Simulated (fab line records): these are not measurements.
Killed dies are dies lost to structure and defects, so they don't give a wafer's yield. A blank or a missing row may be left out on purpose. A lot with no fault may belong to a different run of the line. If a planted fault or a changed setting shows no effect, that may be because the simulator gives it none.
fab line records | flow berkeley-cmos170
[record] lots = 5 wafers = 15 last-day = 12
route steps=331 shown PLDD@148 NLDD@158 SPACER@171
lots untouched by any fault: they come from a run of this same line in which no faults occurred
start-h: hours from the record's opening day to when the first of the lot's shown wafers began | wait-h: hours elapsed since this lot's preceding step | " the same as in the row above | L1.1+2: a row that stands for several wafers | - either no value or no given start | * or withheld: withheld | < > ~ a bound
route shown NAME@n: NAME is a module with steps in the file, n the number in the route of the first one | usual: average and standard deviation across the fault-free wafers | same: alike in all rows | chamber/n: place in a boat | sites: the reading at each site | _std_site: standard deviation across them | _edge_site: mean of outer sites minus mean of inner sites | radius-mm: for every site, how far away it sits from the centre of the wafer | mask NAME#n: copy n | behind: the tool/chamber that last shaped the wafer | hold: why the lot went on hold/how many hours it stayed there/how the hold came to an end | device: transistor that didn't switch, given as n, p or np | end of line: the tests these same wafers got at the end of their route | where a step has no rows: the recipe by itself | killed: dies lost to structure and defects at the first sort, not the wafer's yield | map: per-die view of a wafer (x killed, . not killed, _ where there is no die)
set.NAME: setting as actually run; set.NAME@STEP: the setting as run at that earlier step | model.NAME: the simulator's own value behind a step, which no gauge read
lots at selected steps of the route; one table per step, one row per wafer
services: the hour from which a tool's chamber was out of use, counted from the record's first day as start-h (under 0 if before that day), plus the number of hours and why
[[steps]]
[step UCB170_PLDD_EXPOSE_03]
[recipe] mask-id = PSELECT na = 0.5 sigma-outer = 0.6 source-shape = conventional target-cd-nm = 1200 dose-mj = 30
[usual] stage-vel-mm-s = 500.02/0.24
// columns lot.wafer tool chamber start-h wait-h mask stage-vel-mm-s
L082.1 krf-scanner-01 0 176.18 0.1 PSELECT#0 499.81
L082.3 " 0 " " PSELECT#0 500.15
L082.5 " 0 " " PSELECT#0 500.36
L083.1 krf-scanner-02 0 176.55 0.2 PSELECT#0 500.00
L083.4 " 0 " " PSELECT#0 499.78
L083.6 " 0 " " PSELECT#0 500.04
L086.3 krf-scanner-01 0 217.71 0.1 PSELECT#0 499.74
L086.5 " 0 " " PSELECT#0 499.60
L086.6 " 0 " " PSELECT#0 499.59
L091.2 krf-scanner-02 0 238.06 0.1 PSELECT#0 500.26
L091.3 " 0 " " PSELECT#0 500.12
L091.4 " 0 " " PSELECT#0 500.03
L094.4 krf-scanner-01 0 254.85 0.2 PSELECT#0 500.06
L094.5 " 0 " " PSELECT#0 500.12
L094.6 " 0 " " PSELECT#0 500.27
[step UCB170_PLDD_PEB_04]
[recipe] peb-temp-c = 130 peb-time-s = withheld resist = KrF
[usual] exhaust-pa = 45.3/0.82 plate-temp-C = 130.01/0.13
// columns lot.wafer tool chamber start-h wait-h exhaust-pa plate-temp-C
L082.1 litho-track-01 0 176.87 0.7 46.2 129.98
L082.3 " 0 " " 45.8 129.93
L082.5 " 0 " " 45.7 129.86
L083.1 litho-track-02 0 176.91 0.3 45.7 130.10
L083.4 " 0 " " 45.4 130.09
L083.6 " 0 " " 44.4 130.07
L086.3 litho-track-02 0 218.21 0.5 46.1 130.27
L086.5 " 0 " " 44.6 130.14
L086.6 " 0 " " 44.8 130.20
L091.2 litho-track-04 0 238.43 0.4 43.1 129.93
L091.3 " 0 " " 44.9 130.07
L091.4 " 0 " " 43.8 129.84
L094.4 litho-track-01 0 254.98 0.1 45.2 129.96
L094.5 " 0 " " 44.6 130.11
L094.6 " 0 " " 44.7 130.01
[step UCB170_PLDD_DEVELOP_05]
[recipe] developer = TMAH develop-time-s = 45 resist = KrF dev-temp-c = 21
[usual] exhaust-pa = 45.0/0.92
// columns lot.wafer tool chamber start-h wait-h exhaust-pa
L082.1 litho-track-01 0 - - 43.9
L082.3 " 0 " " 44.9
L082.5 " 0 " " 44.3
L083.1 litho-track-02 0 - - 44.4
L083.4 " 0 " " 44.5
L083.6 " 0 " " 44.6
L086.3 litho-track-02 0 - - 44.5
L086.5 " 0 " " 44.4
L086.6 " 0 " " 44.9
L091.2 litho-track-04 0 - - 45.7
L091.3 " 0 " " 44.3
L091.4 " 0 " " 45.1
L094.4 litho-track-01 0 - - 46.9
L094.5 " 0 " " 43.5
L094.6 " 0 " " 45.4
[step UCB170_PLDD_CD_MEAS_06]
[recipe] target-cd-nm = 1200
[usual] cd-nm = 1199.8/1.1
// columns lot.wafer tool chamber start-h wait-h cd-nm
L082.1 cd-sem-02 - 177.15 - 1197.6
L082.3 " - " " 1198.4
L082.5 " - " " 1197.6
L083.1 cd-sem-02 - 177.27 - 1199.2
L083.4 " - " " 1199.4
L083.6 " - " " 1198.7
L086.3 cd-sem-02 - 218.47 - 1199.8
L086.5 " - " " 1201.1
L086.6 " - " " 1199.5
L091.2 cd-sem-02 - 238.70 - 1198.3
L091.3 " - " " 1197.7
L091.4 " - " " 1197.6
L094.4 cd-sem-02 - 255.24 - 1199.2
L094.5 " - " " 1199.3
L094.6 " - " " 1199.2
[step UCB170_PLDD_OVL_MEAS_07]
[usual] PLDD_OVL = 1/5.9
// columns lot.wafer tool chamber start-h wait-h PLDD_OVL[nm]
L082.1 overlay-02 - 177.27 0.1 5
L082.3 " - " " 1
L082.5 " - " " 3
L083.1 overlay-02 - 177.39 0.1 -3
L083.4 " - " " 1
L083.6 " - " " -2
L086.3 overlay-02 - 218.56 0.1 -5
L086.5 " - " " -1
L086.6 " - " " -2
L091.2 overlay-01 - 238.80 0.1 -9
L091.3 " - " " -6
L091.4 " - " " -4
L094.4 overlay-01 - 255.32 0.1 6
L094.5 " - " " 6
L094.6 " - " " 5
[step UCB170_PLDD_IMPLANT_08]
[recipe] species = BF2 dose-cm2 = 5e+13 energy-kev = 10 tilt-deg = 7 rotation-deg = 0
[usual] end-station-pressure-torr = 5.16e-06/2.4e-07
// columns lot.wafer tool chamber start-h wait-h end-station-pressure-torr
L082.1 implanter-01 0 177.30 0.0 4.82e-06
L082.3 " 0 " " 5.08e-06
L082.5 " 0 " " 5.55e-06
L083.1 implanter-02 0 177.42 0.0 4.83e-06
L083.4 " 0 " " 5.42e-06
L083.6 " 0 " " 5.37e-06
L086.3 implanter-03 0 218.64 0.1 4.84e-06
L086.5 " 0 " " 5.27e-06
L086.6 " 0 " " 5.17e-06
L091.2 implanter-01 0 238.86 0.0 4.9e-06
L091.3 " 0 " " 5.14e-06
L091.4 " 0 " " 5.61e-06
L094.4 implanter-01 0 255.41 0.1 4.97e-06
L094.5 " 0 " " 5.39e-06
L094.6 " 0 " " 4.89e-06
[step UCB170_PLDD_IMPLANT_09]
[recipe] species = BF2 dose-cm2 = 5e+13 energy-kev = 10 tilt-deg = 7 rotation-deg = 180
[usual] end-station-pressure-torr = 5.15e-06/2.7e-07
// columns lot.wafer tool chamber start-h wait-h end-station-pressure-torr
L082.1 implanter-01 0 177.45 0.1 5.04e-06
L082.3 " 0 " " 5.26e-06
L082.5 " 0 " " 5.19e-06
L083.1 implanter-02 0 177.57 0.1 5.01e-06
L083.4 " 0 " " 4.86e-06
L083.6 " 0 " " 4.92e-06
L086.3 implanter-03 0 218.79 0.1 5.26e-06
L086.5 " 0 " " 4.86e-06
L086.6 " 0 " " 5.39e-06
L091.2 implanter-01 0 239.01 0.1 5.03e-06
L091.3 " 0 " " 5.02e-06
L091.4 " 0 " " 5.16e-06
L094.4 implanter-01 0 255.56 0.1 4.9e-06
L094.5 " 0 " " 5.03e-06
L094.6 " 0 " " 5.53e-06
[step UCB170_PLDD_STRIP_10]
[recipe] chemistry = O2 power-w = 400 pressure-mtorr = 3500 platen-temp-c = withheld o2-flow-sccm = 400 overash-fraction = 0.5
[usual] drypump-motor-current-A = 5.7/0.37 oes-product-au = 0.734/0.0046 strip-time-to-endpoint-s = 21.64/0.051
// columns lot.wafer tool chamber start-h wait-h drypump-motor-current-A oes-product-au rf-hours-counter-h strip-time-to-endpoint-s
L082.1 plasma-asher-02 1 177.60 0.1 6.2 0.736 40 21.60
L082.3 " 1 " " 6.2 0.732 - 21.61
L082.5 " 0 " " 5.5 0.735 - 21.66
L083.1 plasma-asher-04 0 177.72 0.1 6.1 0.725 47 21.62
L083.4 " 0 " " 6.1 0.742 - 21.58
L083.6 " 1 " " 5.6 0.728 - 21.62
L086.3 plasma-asher-02 0 218.92 0.1 5.5 0.738 - 21.64
L086.5 " 1 " " 6.2 0.737 - 21.65
L086.6 " 0 " " 5.5 0.737 - 21.64
L091.2 plasma-asher-02 0 239.13 0.1 5.5 0.730 45 21.59
L091.3 " 0 " " 5.5 0.719 - 21.52
L091.4 " 1 " " 6.2 0.736 - 21.61
L094.4 plasma-asher-01 0 255.67 0.1 5.5 0.738 - 21.67
L094.5 " 0 " " 5.5 0.729 - 21.66
L094.6 " 1 " " 5.1 0.738 - 21.64
[step UCB170_PLDD_TW_MEAS_11]
[usual] PLDD_TW = 1007/4.9
// columns lot.wafer tool chamber start-h wait-h PLDD_TW
L082.1 film-metro-03 - 177.70 0.1 1012
L082.3 " - " " 1008
L082.5 " - " " 1013
L083.1 film-metro-02 - 177.82 0.1 1011
L083.4 " - " " 1011
L083.6 " - " " 1010
L086.3 film-metro-03 - 219.01 0.1 1006
L086.5 " - " " 1007
L086.6 " - " " 1011
L091.2 film-metro-01 - 239.24 0.1 1003
L091.3 " - " " 1006
L091.4 " - " " 1004
L094.4 film-metro-01 - 255.77 0.1 997
L094.5 " - " " 1001
L094.6 " - " " 1005
[step UCB170_PLDD_CLEAN_12]
[recipe] chemistry = SPM temp-c = 120 time-s = 600
// columns lot.wafer tool chamber start-h wait-h
L082.1+3+5 wet-bench-04 0 177.76 0.1
L083.1+4+6 wet-bench-04 3 177.95 0.1
L086.3+5+6 wet-bench-04 2 219.20 0.2
L091.2+3+4 wet-bench-03 3 240.50 1.2
L094.4+5+6 wet-bench-03 3 255.82 0.0
[step UCB170_NLDD_HMDS_00]
[recipe] prime-time-s = 60 prime-temp-c = 100
[usual] exhaust-pa = 45.0/0.8 prime-temp-c = 99.98/0.15
// columns lot.wafer tool chamber start-h wait-h exhaust-pa prime-temp-c
L082.1 litho-track-04 0 177.95 0.0 45.1 100.13
L082.3 " 0 " " 44.4 99.91
L082.5 " 0 " " 44.2 100.13
L083.1 litho-track-03 0 178.14 0.0 44.6 99.94
L083.4 " 0 " " 46.0 99.88
L083.6 " 0 " " 45.7 99.92
L086.3 litho-track-01 0 219.63 0.1 45.6 100.04
L086.5 " 0 " " 45.7 99.90
L086.6 " 0 " " 44.9 100.15
L091.2 litho-track-01 0 240.77 0.1 43.8 100.00
L091.3 " 0 " " 44.6 100.00
L091.4 " 0 " " 44.0 100.17
L094.4 litho-track-01 0 256.07 0.1 45.6 99.78
L094.5 " 0 " " 44.1 99.93
L094.6 " 0 " " 44.9 99.92
[step UCB170_NLDD_COAT_01]
[recipe] resist = KrF spin-rpm = 1500 resist-thk-nm = 900
[usual] exhaust-pa = 45.0/0.83
// columns lot.wafer tool chamber start-h wait-h exhaust-pa
L082.1 litho-track-04 0 178.10 0.1 44.4
L082.3 " 0 " " 44.7
L082.5 " 0 " " 45.3
L083.1 litho-track-03 0 178.29 0.1 44.8
L083.4 " 0 " " 45.3
L083.6 " 0 " " 44.1
L086.3 litho-track-01 0 219.78 0.1 44.5
L086.5 " 0 " " 45.2
L086.6 " 0 " " 45.0
L091.2 litho-track-01 0 240.92 0.1 43.6
L091.3 " 0 " " 44.4
L091.4 " 0 " " 44.6
L094.4 litho-track-01 0 256.22 0.1 45.4
L094.5 " 0 " " 43.8
L094.6 " 0 " " 44.1
[step UCB170_NLDD_SOFTBAKE_02]
[recipe] resist = KrF temp-c = 130 time-s = 60
[usual] exhaust-pa = 44.8/0.9 plate-temp-C = 130.02/0.15
// columns lot.wafer tool chamber start-h wait-h exhaust-pa plate-temp-C
L082.1 litho-track-04 0 178.25 0.1 43.6 130.07
L082.3 " 0 " " 44.7 130.23
L082.5 " 0 " " 43.6 129.89
L083.1 litho-track-03 0 178.44 0.1 45.7 130.11
L083.4 " 0 " " 45.6 130.23
L083.6 " 0 " " 44.2 129.91
L086.3 litho-track-01 0 219.93 0.1 45.3 129.96
L086.5 " 0 " " 46.1 129.68
L086.6 " 0 " " 45.1 129.90
L091.2 litho-track-01 0 241.07 0.1 45.5 130.13
L091.3 " 0 " " 44.4 130.08
L091.4 " 0 " " 44.5 130.11
L094.4 litho-track-01 0 256.37 0.1 44.2 129.89
L094.5 " 0 " " 44.5 129.95
L094.6 " 0 " " 45.5 130.18
[step UCB170_NLDD_EXPOSE_03]
[recipe] mask-id = NSELECT na = 0.5 sigma-outer = 0.6 source-shape = conventional target-cd-nm = 1200 dose-mj = 30
[usual] stage-vel-mm-s = 499.97/0.26
// columns lot.wafer tool chamber start-h wait-h mask stage-vel-mm-s
L082.1 krf-scanner-01 0 178.40 0.1 NSELECT#0 500.18
L082.3 " 0 " " NSELECT#0 499.96
L082.5 " 0 " " NSELECT#0 500.12
L083.1 krf-scanner-02 0 178.72 0.2 NSELECT#0 500.18
L083.4 " 0 " " NSELECT#0 499.75
L083.6 " 0 " " NSELECT#0 500.07
L086.3 krf-scanner-02 0 220.07 0.1 NSELECT#0 500.17
L086.5 " 0 " " NSELECT#0 500.13
L086.6 " 0 " " NSELECT#0 499.66
L091.2 krf-scanner-02 0 241.71 0.6 NSELECT#0 499.93
L091.3 " 0 " " NSELECT#0 499.95
L091.4 " 0 " " NSELECT#0 500.28
L094.4 krf-scanner-01 0 256.63 0.2 NSELECT#0 499.84
L094.5 " 0 " " NSELECT#0 499.62
L094.6 " 0 " " NSELECT#0 500.29
[step UCB170_NLDD_PEB_04]
[recipe] peb-temp-c = 130 peb-time-s = withheld resist = KrF
[usual] exhaust-pa = 44.8/0.8 plate-temp-C = 130.01/0.13
// columns lot.wafer tool chamber start-h wait-h exhaust-pa plate-temp-C
L082.1 litho-track-01 0 178.83 0.4 44.7 130.06
L082.3 " 0 " " 43.5 130.09
L082.5 " 0 " " 44.7 130.00
L083.1 litho-track-01 0 179.10 0.4 45.7 130.10
L083.4 " 0 " " 45.0 130.04
L083.6 " 0 " " 44.8 129.93
L086.3 litho-track-01 0 220.20 0.1 44.1 130.17
L086.5 " 0 " " 44.9 129.96
L086.6 " 0 " " 45.2 130.15
L091.2 litho-track-04 0 242.15 0.4 46.1 129.92
L091.3 " 0 " " 44.2 129.90
L091.4 " 0 " " 46.6 129.79
L094.4 litho-track-04 0 256.76 0.1 46.9 130.15
L094.5 " 0 " " 44.6 130.08
L094.6 " 0 " " 46.1 130.03
[step UCB170_NLDD_DEVELOP_05]
[recipe] developer = TMAH develop-time-s = 45 resist = KrF dev-temp-c = 21
[usual] exhaust-pa = 45.3/0.87
// columns lot.wafer tool chamber start-h wait-h exhaust-pa
L082.1 litho-track-01 0 - - 45.3
L082.3 " 0 " " 43.6
L082.5 " 0 " " 45.1
L083.1 litho-track-01 0 - - 46.5
L083.4 " 0 " " 45.4
L083.6 " 0 " " 46.4
L086.3 litho-track-01 0 - - 45.7
L086.5 " 0 " " 46.1
L086.6 " 0 " " 45.7
L091.2 litho-track-04 0 - - 46.6
L091.3 " 0 " " 45.9
L091.4 " 0 " " 44.7
L094.4 litho-track-04 0 - - 45.7
L094.5 " 0 " " 44.0
L094.6 " 0 " " 43.9
[step UCB170_NLDD_CD_MEAS_06]
[recipe] target-cd-nm = 1200
[usual] cd-nm = 1199.6/1.5
// columns lot.wafer tool chamber start-h wait-h cd-nm
L082.1 cd-sem-02 - 179.10 - 1200.5
L082.3 " - " " 1199.0
L082.5 " - " " 1200.3
L083.1 cd-sem-01 - 179.38 - 1198.1
L083.4 " - " " 1197.3
L083.6 " - " " 1198.2
L086.3 cd-sem-02 - 220.50 - 1199.8
L086.5 " - " " 1199.5
L086.6 " - " " 1200.3
L091.2 cd-sem-01 - 242.42 - 1199.6
L091.3 " - " " 1200.3
L091.4 " - " " 1200.4
L094.4 cd-sem-02 - 257.02 - 1199.5
L094.5 " - " " 1200.4
L094.6 " - " " 1198.8
[step UCB170_NLDD_OVL_MEAS_07]
[usual] NLDD_OVL = -2/5
// columns lot.wafer tool chamber start-h wait-h NLDD_OVL[nm]
L082.1 overlay-02 - 179.22 0.1 -12
L082.3 " - " " -12
L082.5 " - " " -12
L083.1 overlay-02 - 179.50 0.1 -2
L083.4 " - " " -6
L083.6 " - " " -1
L086.3 overlay-01 - 220.59 0.1 -1
L086.5 " - " " -3
L086.6 " - " " 11
L091.2 overlay-02 - 242.53 0.1 2
L091.3 " - " " 7
L091.4 " - " " 4
L094.4 overlay-01 - 257.10 0.1 -6
L094.5 " - " " -3
L094.6 " - " " -15
[step UCB170_NLDD_IMPLANT_08]
[recipe] species = As dose-cm2 = 5e+13 energy-kev = 30 tilt-deg = 7 rotation-deg = 0
[usual] end-station-pressure-torr = 5.13e-06/2.7e-07
// columns lot.wafer tool chamber start-h wait-h end-station-pressure-torr
L082.1 implanter-04 0 179.26 0.0 4.76e-06
L082.3 " 0 " " 5.25e-06
L082.5 " 0 " " 4.72e-06
L083.1 implanter-02 0 179.53 0.0 5.01e-06
L083.4 " 0 " " 5.44e-06
L083.6 " 0 " " 4.71e-06
L086.3 implanter-03 0 220.67 0.1 5.19e-06
L086.5 " 0 " " 5.07e-06
L086.6 " 0 " " 4.76e-06
L091.2 implanter-04 0 242.58 0.0 5e-06
L091.3 " 0 " " 4.87e-06
L091.4 " 0 " " 4.45e-06
L094.4 implanter-04 0 257.19 0.1 5.26e-06
L094.5 " 0 " " 4.91e-06
L094.6 " 0 " " 5.19e-06
[step UCB170_NLDD_IMPLANT_09]
[recipe] species = As dose-cm2 = 5e+13 energy-kev = 30 tilt-deg = 7 rotation-deg = 180
[usual] end-station-pressure-torr = 5.14e-06/2.8e-07
// columns lot.wafer tool chamber start-h wait-h end-station-pressure-torr
L082.1 implanter-04 0 179.41 0.1 5.18e-06
L082.3 " 0 " " 4.88e-06
L082.5 " 0 " " 5.58e-06
L083.1 implanter-02 0 179.68 0.1 5.02e-06
L083.4 " 0 " " 5.18e-06
L083.6 " 0 " " 5.36e-06
L086.3 implanter-03 0 220.82 0.1 5.3e-06
L086.5 " 0 " " 5.35e-06
L086.6 " 0 " " 4.75e-06
L091.2 implanter-04 0 242.73 0.1 5.32e-06
L091.3 " 0 " " 4.8e-06
L091.4 " 0 " " 5.52e-06
L094.4 implanter-04 0 257.34 0.1 5.5e-06
L094.5 " 0 " " 4.99e-06
L094.6 " 0 " " 5.05e-06
[step UCB170_NLDD_STRIP_10]
[recipe] chemistry = O2 power-w = 400 pressure-mtorr = 3500 platen-temp-c = withheld o2-flow-sccm = 400 overash-fraction = 0.5
[usual] drypump-motor-current-A = 5.6/0.39 oes-product-au = 0.734/0.0045 strip-time-to-endpoint-s = 21.63/0.057
// columns lot.wafer tool chamber start-h wait-h drypump-motor-current-A oes-product-au rf-hours-counter-h strip-time-to-endpoint-s
L082.1 plasma-asher-03 0 179.56 0.1 5.2 0.735 46 21.53
L082.3 " 0 " " 5.2 0.734 - 21.56
L082.5 " 1 " " 5.9 0.741 - 21.55
L083.1 plasma-asher-01 1 179.83 0.1 5.1 0.733 7 21.69
L083.4 " 1 " " 5.2 0.744 - 21.76
L083.6 " 0 " " 5.5 0.734 - 21.72
L086.3 plasma-asher-02 0 220.95 0.1 5.5 0.740 - 21.65
L086.5 " 0 " " 5.5 0.728 - 21.64
L086.6 " 1 " " 6.2 0.737 - 21.65
L091.2 plasma-asher-02 0 242.86 0.1 5.5 0.737 46 21.61
L091.3 " 1 " " 6.2 0.739 - 21.66
L091.4 " 0 " " 5.5 0.732 - 21.65
L094.4 plasma-asher-01 1 257.45 0.1 5.1 0.735 - 21.64
L094.5 " 1 " " 5.1 0.729 - 21.63
L094.6 " 0 " " 5.5 0.742 - 21.63
[step UCB170_NLDD_TW_MEAS_11]
[usual] NLDD_TW = 2208/14
// columns lot.wafer tool chamber start-h wait-h NLDD_TW
L082.1 film-metro-02 - 179.66 0.1 2218
L082.3 " - " " 2206
L082.5 " - " " 2209
L083.1 film-metro-03 - 179.93 0.1 2194
L083.4 " - " " 2224
L083.6 " - " " 2221
L086.3 film-metro-03 - 221.09 0.1 2210
L086.5 " - " " 2219
L086.6 " - " " 2215
L091.2 film-metro-01 - 242.97 0.1 2197
L091.3 " - " " 2200
L091.4 " - " " 2181
L094.4 film-metro-02 - 257.55 0.1 2220
L094.5 " - " " 2231
L094.6 " - " " 2218
[step UCB170_NLDD_CLEAN_12]
[recipe] chemistry = SPM temp-c = 120 time-s = 600
// columns lot.wafer tool chamber start-h wait-h
L082.1+3+5 wet-bench-01 1 179.72 0.1
L083.1+4+6 wet-bench-01 0 179.99 0.1
L086.3+5+6 wet-bench-04 3 221.21 0.1
L091.2+3+4 wet-bench-03 2 243.02 0.0
L094.4+5+6 wet-bench-04 3 257.68 0.1
[step UCB170_SPACER_CVD_00]
[recipe] material = SiO2 target-thk-nm = 376 temp-c = 390 precursor = TEOS/O2 time-s = 47 rf-w = 550 pressure-mtorr = 9000
[usual] heater-power-w = 277/60
// columns lot.wafer tool chamber start-h wait-h heater-power-w
L082.1 pecvd-01 2 179.89 0.0 349
L082.3 " 0 " " 226
L082.5 " 2 " " 359
L083.1 pecvd-02 2 180.17 0.0 207
L083.4 " 1 " " 230
L083.6 " 2 " " 215
L086.3 pecvd-02 1 221.59 0.0 259
L086.5 " 2 " " 192
L086.6 " 1 " " 266
L091.2 pecvd-04 2 243.19 0.0 213
L091.3 " 1 " " 247
L091.4 " 2 " " 217
L094.4 pecvd-01 0 257.89 0.0 216
L094.5 " 1 " " 346
L094.6 " 2 " " 309
[step UCB170_SPACER_THK_MEAS_01]
[recipe] reads = SiO2_of_SPACER_CVD_00
[usual] SPACER_TEOS_THK = 375/5.3
// columns lot.wafer tool chamber start-h wait-h SPACER_TEOS_THK[nm]
L082.1 film-metro-04 - 179.94 0.0 375
L082.3 " - " " 380
L082.5 " - " " 381
L083.1 film-metro-04 - 180.21 0.0 369
L083.4 " - " " 375
L083.6 " - " " 376
L086.3 film-metro-01 - 221.65 0.0 373
L086.5 " - " " 382
L086.6 " - " " 382
L091.2 film-metro-01 - 243.24 0.0 370
L091.3 " - " " 372
L091.4 " - " " 370
L094.4 film-metro-01 - 257.94 0.0 381
L094.5 " - " " 380
L094.6 " - " " 376
[step UCB170_SPACER_ANNEAL_02]
[recipe] temp-c = 900 time-s = 1800 ambient = N2
[usual] spike-tc-source-C = 924/4.9
// columns lot.wafer tool chamber start-h wait-h spike-tc-source-C
L082.1 furnace-02 0 188.14 8.2 918
L082.3 " 0 " " 919
L082.5 " 0 " " 918
L083.1 furnace-02 0 188.14 7.9 918
L083.4 " 0 " " 920
L083.6 " 0 " " 920
L086.3 furnace-04 0 222.98 1.3 925
L086.5 " 0 " " 924
L086.6 " 0 " " 925
L091.2 furnace-01 0 248.61 5.4 931
L091.3 " 0 " " 929
L091.4 " 0 " " 930
L094.4 furnace-02 0 260.40 2.4 918
L094.5 " 0 " " 920
L094.6 " 0 " " 918
[[services]]
// columns tool chamber start-h hours kind
implanter-04 - 157.01 3.9 pm
krf-scanner-02 - 163.68 1.3 pm
krf-scanner-02 - 192.50 4.0 pm
furnace-04 - 193.57 4.3 pm
plasma-asher-03 - 196.53 0.5 repair
furnace-02 - 202.27 3.9 pm
implanter-02 - 202.80 1.6 repair
krf-scanner-02 - 207.80 0.8 pm
krf-scanner-01 - 210.83 1.3 pm
krf-scanner-02 - 212.14 0.7 repair
krf-scanner-01 - 230.30 0.8 pm
krf-scanner-02 - 231.18 0.2 repair
krf-scanner-01 - 231.87 0.5 repair
krf-scanner-01 - 236.48 4.0 pm
wet-bench-01 - 239.15 1.0 repair
krf-scanner-01 - 242.42 3.6 pm
furnace-01 - 250.11 3.6 pm
krf-scanner-02 - 250.34 1.0 pm
implanter-01 - 250.42 3.5 repair
plasma-asher-04 - 250.73 4.9 repair
implanter-02 - 250.92 7.4 repair
pecvd-02 - 254.22 2.8 pm
plasma-asher-03 - 255.31 15.6 pm
implanter-03 - 257.64 3.2 repair
[[key]]
fault none
